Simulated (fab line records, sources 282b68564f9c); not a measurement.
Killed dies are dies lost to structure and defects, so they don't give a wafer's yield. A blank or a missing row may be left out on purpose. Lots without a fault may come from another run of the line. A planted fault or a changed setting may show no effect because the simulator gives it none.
fab line records | flow rit_cmos | part 2 of 2: steps 35 to 47 of 47
record lots=5 wafers=15 last_day=8
route steps=202 shown GATE@96 REOX@98 NLDD@103 PLDD@114 SPACER@125 NSD@131 PSD@142
lots that met no fault: from a run of the same line without faults
start_h: hours from the record's first day to the start of the lot's first wafer shown | wait_h: hours since the lot's step before | " the same as in the row above | L1.1+2: a row that stands for several wafers | - no value, or no start given | * or withheld: withheld | < > ~ a bound
route shown NAME@n: a module of which the file shows steps, and the number in the route of the first | usual: mean/standard deviation of fault-free wafers | same: alike in all rows | chamber/n: place in a boat | sites: the reading at each site | _std_site: their standard deviation | _edge_site: outer sites' mean less inner sites' | radius_mm: how far each site lies from the wafer's centre | mask NAME#n: copy n | behind: the tool/chamber that last shaped the wafer | hold: why the lot was held/for how many hours/how that ended | device: the transistor (n, p or np) that didn't switch | end of line: the same wafers' tests at the end of the route | a step without rows: its recipe alone | killed: dies lost to structure and defects at the first sort, not the wafer's yield | map: a wafer's dies, x killed, . not, _ none there
set.NAME: the setting as run; set.NAME@STEP: as run at that earlier step | model.NAME: the simulator's own value behind a step, which no gauge read
lots at some steps of the route; a table a step, a row a wafer
services: from which hour (start_h, from the record's first day; less than 0 if before it) a tool's chamber was out of use, for how many hours, and why
## steps
# step RIT_SPACER_ETCHBACK_05
# recipe target_depth_a=2500 SF6_flow_sccm=30 CHF3_flow_sccm=30 target=Si3N4 chemistry=SF6/CHF3 pressure_mtorr=40 rf_w=250 time_s=240 stop_on=SiO2
# usual drypump_motor_current_A=5.6/0.51 oes_product_au=0.841/0.014 rf_fwd_power_W=249.3/0.73 throttle_valve_pct=10.30/0.1
# columns lot.wafer tool chamber start_h wait_h drypump_motor_current_A oes_product_au rf_fwd_power_W rf_hours_counter_h throttle_valve_pct
L074.2 rie_diel-04 2 56.76 0.0 5.0 0.843 248.2 3 10.36
L074.3 " 3 " " 5.8 0.864 249.7 112 10.21
L074.6 " 0 " " 5.1 0.842 249.2 - 10.32
L083.3 rie_diel-01 0 98.69 0.0 5.6 0.819 249.7 19 10.38
L083.5 " 2 " " 6.0 0.834 249.6 - 10.39
L083.6 " 1 " " 5.6 0.824 249.0 - 10.22
L088.4 rie_diel-03 0 118.35 0.0 5.2 0.852 250.2 5 10.19
L088.5 " 3 " " 5.7 0.828 250.8 - 10.31
L088.6 " 0 " " 5.2 0.846 249.3 - 10.18
L089.4 rie_diel-01 1 128.85 0.0 5.5 0.827 249.6 40 10.26
L089.5 " 2 " " 6.0 0.824 249.1 - 10.38
L089.6 " 3 " " 6.2 0.822 250.3 - 10.00
L097.1 rie_diel-03 1 171.34 0.1 6.1 0.838 249.3 3 10.14
L097.3 " 0 " " 5.2 0.855 249.4 5 10.18
L097.6 " 2 " " 6.5 0.839 249.9 - 10.41
# step RIT_NSD_HMDS_00
# recipe prime_time_s=60 prime_temp_c=140
# usual prime_temp_c=140.02/0.15
# same prime_time_s=60
# columns lot.wafer tool chamber start_h wait_h prime_temp_c
L074.2 litho_track-02 0 56.94 0.1 139.82
L074.3 " 0 " " 140.21
L074.6 " 0 " " 139.99
L083.3 litho_track-04 0 98.89 0.1 140.15
L083.5 " 0 " " 139.75
L083.6 " 0 " " 140.08
L088.4 litho_track-03 0 118.57 0.1 140.17
L088.5 " 0 " " 140.02
L088.6 " 0 " " 140.02
L089.4 litho_track-03 0 129.07 0.1 139.99
L089.5 " 0 " " 140.01
L089.6 " 0 " " 140.15
L097.1 litho_track-02 0 171.49 0.1 140.11
L097.3 " 0 " " 140.03
L097.6 " 0 " " 140.28
# step RIT_NSD_COAT_01
# recipe resist=NOVOLAK spin_rpm=3250 resist_thk_nm=1000
# columns lot.wafer tool chamber start_h wait_h
L074.2+3+6 litho_track-02 0 57.09 0.1
L083.3+5+6 litho_track-04 0 99.04 0.1
L088.4+5+6 litho_track-03 0 118.72 0.1
L089.4+5+6 litho_track-03 0 129.22 0.1
L097.1+3+6 litho_track-02 0 171.64 0.1
# step RIT_NSD_SOFTBAKE_02
# recipe resist=NOVOLAK temp_c=90 time_s=60
# columns lot.wafer tool chamber start_h wait_h
L074.2+3+6 litho_track-02 0 57.24 0.1
L083.3+5+6 litho_track-04 0 99.19 0.1
L088.4+5+6 litho_track-03 0 118.87 0.1
L089.4+5+6 litho_track-03 0 129.37 0.1
L097.1+3+6 litho_track-02 0 171.79 0.1
# step RIT_NSD_EXPOSE_03
# recipe mask_id=M9 na=0.57 target_cd_nm=40700 dose_mj=250
# columns lot.wafer tool chamber start_h wait_h mask
L074.2+3+6 iline_stepper-01 0 57.51 0.2 M9#0
L083.3+5+6 iline_stepper-02 0 99.33 0.1 M9#0
L088.4+5+6 iline_stepper-02 0 119.13 0.2 M9#0
L089.4+5+6 iline_stepper-01 0 129.63 0.2 M9#0
L097.1+3+6 iline_stepper-01 0 171.94 0.1 M9#0
# step RIT_NSD_PEB_04
# recipe resist=NOVOLAK temp_c=withheld time_s=withheld
# columns lot.wafer tool chamber start_h wait_h
L074.2+3+6 litho_track-04 0 57.63 0.1
L083.3+5+6 litho_track-02 0 99.54 0.2
L088.4+5+6 litho_track-02 0 119.26 0.1
L089.4+5+6 litho_track-04 0 129.76 0.1
L097.1+3+6 litho_track-03 0 172.06 0.1
# step RIT_NSD_DEVELOP_05
# recipe resist=NOVOLAK develop_time_s=50 dev_temp_c=23
# columns lot.wafer tool chamber start_h wait_h
L074.2+3+6 litho_track-04 0 - -
L083.3+5+6 litho_track-02 0 - -
L088.4+5+6 litho_track-02 0 - -
L089.4+5+6 litho_track-04 0 - -
L097.1+3+6 litho_track-03 0 - -
# step RIT_NSD_OVL_MEAS_06
# usual NSD_OVL=-0.7/1.6
# columns lot.wafer tool chamber start_h wait_h NSD_OVL[nm]
L074.2 overlay-01 - 57.90 - -2.7
L074.3 " - " " -0.4
L074.6 " - " " -2.6
L083.3 overlay-01 - 99.78 - 2.6
L083.5 " - " " 1.2
L083.6 " - " " 2.0
L088.4 overlay-02 - 119.49 - -3.7
L088.5 " - " " -1.3
L088.6 " - " " 0.3
L089.4 overlay-01 - 129.99 - -0.2
L089.5 " - " " -0.8
L089.6 " - " " -1.0
L097.1 overlay-02 - 172.34 - -2.2
L097.3 " - " " -1.4
L097.6 " - " " -1.5
# step RIT_NSD_HARDBAKE_07
# recipe resist=NOVOLAK temp_c=140 time_s=60
# columns lot.wafer tool chamber start_h wait_h
L074.2+3+6 litho_track-02 0 57.95 0.0
L083.3+5+6 litho_track-03 0 99.86 0.1
L088.4+5+6 litho_track-02 0 119.58 0.1
L089.4+5+6 litho_track-03 0 130.08 0.1
L097.1+3+6 litho_track-02 0 172.38 0.0
# step RIT_NSD_IMPLANT_08
# recipe species=P energy_kev=25 dose_cm2=1e+15 tilt_deg=7
# usual beam_on_s=10.01/0.19
# columns lot.wafer tool chamber start_h wait_h beam_on_s
L074.2 implanter-01 0 58.10 0.1 10.37
L074.3 " 0 " " 10.06
L074.6 " 0 " " 10.07
L083.3 implanter-01 0 100.01 0.1 10.14
L083.5 " 0 " " 9.97
L083.6 " 0 " " 9.89
L088.4 implanter-01 0 119.73 0.1 9.92
L088.5 " 0 " " 10.04
L088.6 " 0 " " 10.28
L089.4 implanter-02 0 130.23 0.1 9.85
L089.5 " 0 " " 10.29
L089.6 " 0 " " 9.78
L097.1 implanter-01 0 172.53 0.1 10.00
L097.3 " 0 " " 9.95
L097.6 " 0 " " 10.43
# step RIT_NSD_STRIP_09
# recipe chemistry=O2 time_s=180 resist=NOVOLAK platen_temp_c=withheld power_w=500 pressure_mtorr=4000 o2_flow_sccm=4000
# usual drypump_motor_current_A=5.8/0.33 o2_flow_sccm=4002/12
# columns lot.wafer tool chamber start_h wait_h drypump_motor_current_A o2_flow_sccm rf_hours_counter_h
L074.2 plasma_asher-01 0 58.23 0.1 6.2 3992 27
L074.3 " 0 " " 6.2 3992 -
L074.6 " 0 " " 6.2 4015 -
L083.3 plasma_asher-03 0 100.17 0.1 5.8 4005 -
L083.5 " 1 " " 5.3 3993 -
L083.6 " 0 " " 5.8 3999 -
L088.4 plasma_asher-02 1 119.86 0.1 5.7 4029 -
L088.5 " 0 " " 6.3 4003 -
L088.6 " 1 " " 5.7 4015 -
L089.4 plasma_asher-03 1 130.37 0.1 5.3 3990 -
L089.5 " 1 " " 5.3 3999 -
L089.6 " 0 " " 5.8 3981 -
L097.1 plasma_asher-01 1 172.68 0.1 5.6 4005 40
L097.3 " 1 " " 5.6 4002 -
L097.6 " 0 " " 6.2 4002 -
# step RIT_NSD_TW_MEAS_10
# usual NSD_TW=3141/14
# columns lot.wafer tool chamber start_h wait_h NSD_TW
L074.2 film_metro-02 - 58.41 0.1 3139
L074.3 " - " " 3130
L074.6 " - " " 3128
L083.3 film_metro-01 - 100.30 0.1 3133
L083.5 " - " " 3164
L083.6 " - " " 3125
L088.4 film_metro-01 - 120.01 0.1 3157
L088.5 " - " " 3117
L088.6 " - " " 3134
L089.4 film_metro-02 - 130.51 0.1 3120
L089.5 " - " " 3132
L089.6 " - " " 3122
L097.1 film_metro-01 - 172.90 0.2 3157
L097.3 " - " " 3148
L097.6 " - " " 3134
# step RIT_PSD_HMDS_00
# recipe prime_time_s=60 prime_temp_c=140
# usual prime_temp_c=140.01/0.15
# same prime_time_s=60
# columns lot.wafer tool chamber start_h wait_h prime_temp_c
L074.2 litho_track-02 0 58.49 0.1 139.98
L074.3 " 0 " " 140.25
L074.6 " 0 " " 139.86
L083.3 litho_track-02 0 100.39 0.1 139.97
L083.5 " 0 " " 140.10
L083.6 " 0 " " 140.09
L088.4 litho_track-04 0 120.12 0.1 140.02
L088.5 " 0 " " 140.13
L088.6 " 0 " " 140.17
L089.4 litho_track-02 0 130.62 0.1 139.80
L089.5 " 0 " " 140.05
L089.6 " 0 " " 140.13
L097.1 litho_track-02 0 172.96 0.1 139.93
L097.3 " 0 " " 140.10
L097.6 " 0 " " 140.05
## services
# columns tool chamber start_h hours kind
iline_stepper-01 - 24.70 0.9 repair
iline_stepper-01 - 31.11 7.6 repair
furnace-03 - 32.10 12.5 pm
plasma_asher-01 - 39.76 1.2 repair
implanter-04 - 53.26 6.6 repair
rie_diel-01 0 56.66 6.4 repair
implanter-03 - 56.98 3.0 pm
implanter-04 - 59.89 2.8 pm
plasma_asher-04 - 62.61 0.7 repair
implanter-02 - 63.11 2.1 repair
implanter-01 - 74.24 4.2 repair
iline_stepper-01 - 74.33 4.2 repair
implanter-03 - 89.18 1.5 repair
plasma_asher-04 - 91.79 1.4 repair
plasma_asher-04 - 99.32 2.8 repair
iline_stepper-02 - 101.08 8.2 repair
plasma_asher-04 - 108.75 9.0 pm
plasma_asher-03 - 141.43 21.0 repair
implanter-03 - 142.11 2.8 repair
furnace-01 - 146.58 12.5 pm
iline_stepper-01 - 150.93 1.3 repair
iline_stepper-01 - 155.15 1.7 pm
iline_stepper-02 - 159.23 11.4 repair
plasma_asher-04 - 167.71 2.4 repair
